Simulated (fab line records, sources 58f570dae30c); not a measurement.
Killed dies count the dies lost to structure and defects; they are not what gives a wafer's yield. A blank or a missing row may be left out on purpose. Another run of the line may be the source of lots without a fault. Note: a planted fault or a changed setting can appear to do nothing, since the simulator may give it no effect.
Split-lot study || flow berkeleyCmos170 || 5 lots, 23 wafers read, on a route of 331 steps

== ABOUT THE SPLIT ==
At UCB170_NWELL_CVD_04 (deposits Si3N4 from SiH2Cl2/NH3, target thk 224 nm, time 3360 s), the setting tempC was moved away from the recipe's 800 C on 15 of the 23 wafers read, by -1.4% to +3.0%. This setting was run at the recipe's value on the other wafers.

Between the split and the reading, the file records no step.

== THE READING ==
NWELL_NITRIDE_THK, in nm, at UCB170_NWELL_THK_MEAS_05. A value of 223.5 nm with a standard deviation of 1.9 nm is what fault-free wafers of this fab line usually give.

{"wafer": "L076.1", "tool, chamber at the split": "-, -", "tempC as run, C": 811.3, "against the recipe": "+1.4%", "NWELL_NITRIDE_THK, nm": 275.1, "against lot-mates on the recipe": "no lot-mate on the recipe"}
{"wafer": "L076.2", "tool, chamber at the split": "-, -", "tempC as run, C": 811.3, "against the recipe": "+1.4%", "NWELL_NITRIDE_THK, nm": 274.6, "against lot-mates on the recipe": "no lot-mate on the recipe"}
{"wafer": "L076.3", "tool, chamber at the split": "-, -", "tempC as run, C": 811.3, "against the recipe": "+1.4%", "NWELL_NITRIDE_THK, nm": 273.4, "against lot-mates on the recipe": "no lot-mate on the recipe"}
{"wafer": "L076.4", "tool, chamber at the split": "-, -", "tempC as run, C": 811.3, "against the recipe": "+1.4%", "NWELL_NITRIDE_THK, nm": 273.8, "against lot-mates on the recipe": "no lot-mate on the recipe"}
{"wafer": "L076.6", "tool, chamber at the split": "-, -", "tempC as run, C": 811.3, "against the recipe": "+1.4%", "NWELL_NITRIDE_THK, nm": 273.3, "against lot-mates on the recipe": "no lot-mate on the recipe"}
{"wafer": "L079.2", "tool, chamber at the split": "-, -", "tempC as run, C": 800, "against the recipe": "recipe", "NWELL_NITRIDE_THK, nm": 221.7, "against lot-mates on the recipe": "-"}
{"wafer": "L079.3", "tool, chamber at the split": "-, -", "tempC as run, C": 800, "against the recipe": "recipe", "NWELL_NITRIDE_THK, nm": 223.2, "against lot-mates on the recipe": "-"}
{"wafer": "L079.4", "tool, chamber at the split": "-, -", "tempC as run, C": 800, "against the recipe": "recipe", "NWELL_NITRIDE_THK, nm": 222.7, "against lot-mates on the recipe": "-"}
{"wafer": "L079.5", "tool, chamber at the split": "-, -", "tempC as run, C": 800, "against the recipe": "recipe", "NWELL_NITRIDE_THK, nm": 224.2, "against lot-mates on the recipe": "-"}
{"wafer": "L079.6", "tool, chamber at the split": "-, -", "tempC as run, C": 800, "against the recipe": "recipe", "NWELL_NITRIDE_THK, nm": 224.8, "against lot-mates on the recipe": "-"}
{"wafer": "L081.1", "tool, chamber at the split": "-, -", "tempC as run, C": 788.5, "against the recipe": "-1.4%", "NWELL_NITRIDE_THK, nm": 180.2, "against lot-mates on the recipe": "no lot-mate on the recipe"}
{"wafer": "L081.2", "tool, chamber at the split": "-, -", "tempC as run, C": 788.5, "against the recipe": "-1.4%", "NWELL_NITRIDE_THK, nm": 179.9, "against lot-mates on the recipe": "no lot-mate on the recipe"}
{"wafer": "L081.4", "tool, chamber at the split": "-, -", "tempC as run, C": 788.5, "against the recipe": "-1.4%", "NWELL_NITRIDE_THK, nm": 179.9, "against lot-mates on the recipe": "no lot-mate on the recipe"}
{"wafer": "L081.5", "tool, chamber at the split": "-, -", "tempC as run, C": 788.5, "against the recipe": "-1.4%", "NWELL_NITRIDE_THK, nm": 179.0, "against lot-mates on the recipe": "no lot-mate on the recipe"}
{"wafer": "L081.6", "tool, chamber at the split": "-, -", "tempC as run, C": 788.5, "against the recipe": "-1.4%", "NWELL_NITRIDE_THK, nm": 180.5, "against lot-mates on the recipe": "no lot-mate on the recipe"}
{"wafer": "L083.2", "tool, chamber at the split": "-, -", "tempC as run, C": 823.8, "against the recipe": "+3.0%", "NWELL_NITRIDE_THK, nm": 342.6, "against lot-mates on the recipe": "no lot-mate on the recipe"}
{"wafer": "L083.3", "tool, chamber at the split": "-, -", "tempC as run, C": 823.8, "against the recipe": "+3.0%", "NWELL_NITRIDE_THK, nm": 340.0, "against lot-mates on the recipe": "no lot-mate on the recipe"}
{"wafer": "L083.4", "tool, chamber at the split": "-, -", "tempC as run, C": 823.8, "against the recipe": "+3.0%", "NWELL_NITRIDE_THK, nm": 340.2, "against lot-mates on the recipe": "no lot-mate on the recipe"}
{"wafer": "L083.5", "tool, chamber at the split": "-, -", "tempC as run, C": 823.8, "against the recipe": "+3.0%", "NWELL_NITRIDE_THK, nm": 339.2, "against lot-mates on the recipe": "no lot-mate on the recipe"}
{"wafer": "L083.6", "tool, chamber at the split": "-, -", "tempC as run, C": 823.8, "against the recipe": "+3.0%", "NWELL_NITRIDE_THK, nm": 339.9, "against lot-mates on the recipe": "no lot-mate on the recipe"}
{"wafer": "L085.1", "tool, chamber at the split": "lpcvd-02, 1", "tempC as run, C": 800, "against the recipe": "recipe", "NWELL_NITRIDE_THK, nm": 220.5, "against lot-mates on the recipe": "-"}
{"wafer": "L085.3", "tool, chamber at the split": "lpcvd-02, 1", "tempC as run, C": 800, "against the recipe": "recipe", "NWELL_NITRIDE_THK, nm": 221.9, "against lot-mates on the recipe": "-"}
{"wafer": "L085.6", "tool, chamber at the split": "lpcvd-02, 1", "tempC as run, C": 800, "against the recipe": "recipe", "NWELL_NITRIDE_THK, nm": 221.7, "against lot-mates on the recipe": "-"}

FIT RESULTS
A straight line over all 23 wafers: NWELL_NITRIDE_THK changes by +36.6 nm for each +1% of tempC; r = +1.00; the points scatter about the line by 5.1 nm.
Too few moved wafers with a lot-mate on the recipe to fit a line net of each lot's own level.

== THE WHOLE CHAIN: every reading that the file lists as answering this split, in the file's order ==
{"step": "UCB170_NWELL_CVD_04", "what it does": "deposits Si3N4 from SiH2Cl2/NH3, target thk 224 nm, time 3360 s", "reading": "Si3N4_of_NWELL_CVD_04.thkNm (the simulator's own value, which no gauge read)", "change (the file's fit)": "+36.6 nm for each +1% of the setting", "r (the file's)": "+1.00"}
{"step": "UCB170_NWELL_THK_MEAS_05", "what it does": "", "reading": "NWELL_NITRIDE_THK", "change (the file's fit)": "+36.6 for each +1% of the setting", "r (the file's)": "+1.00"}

== FILE'S OWN FIT ==
NWELL_NITRIDE_THK changes by +36.6 nm for each +1% of tempC, r = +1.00.
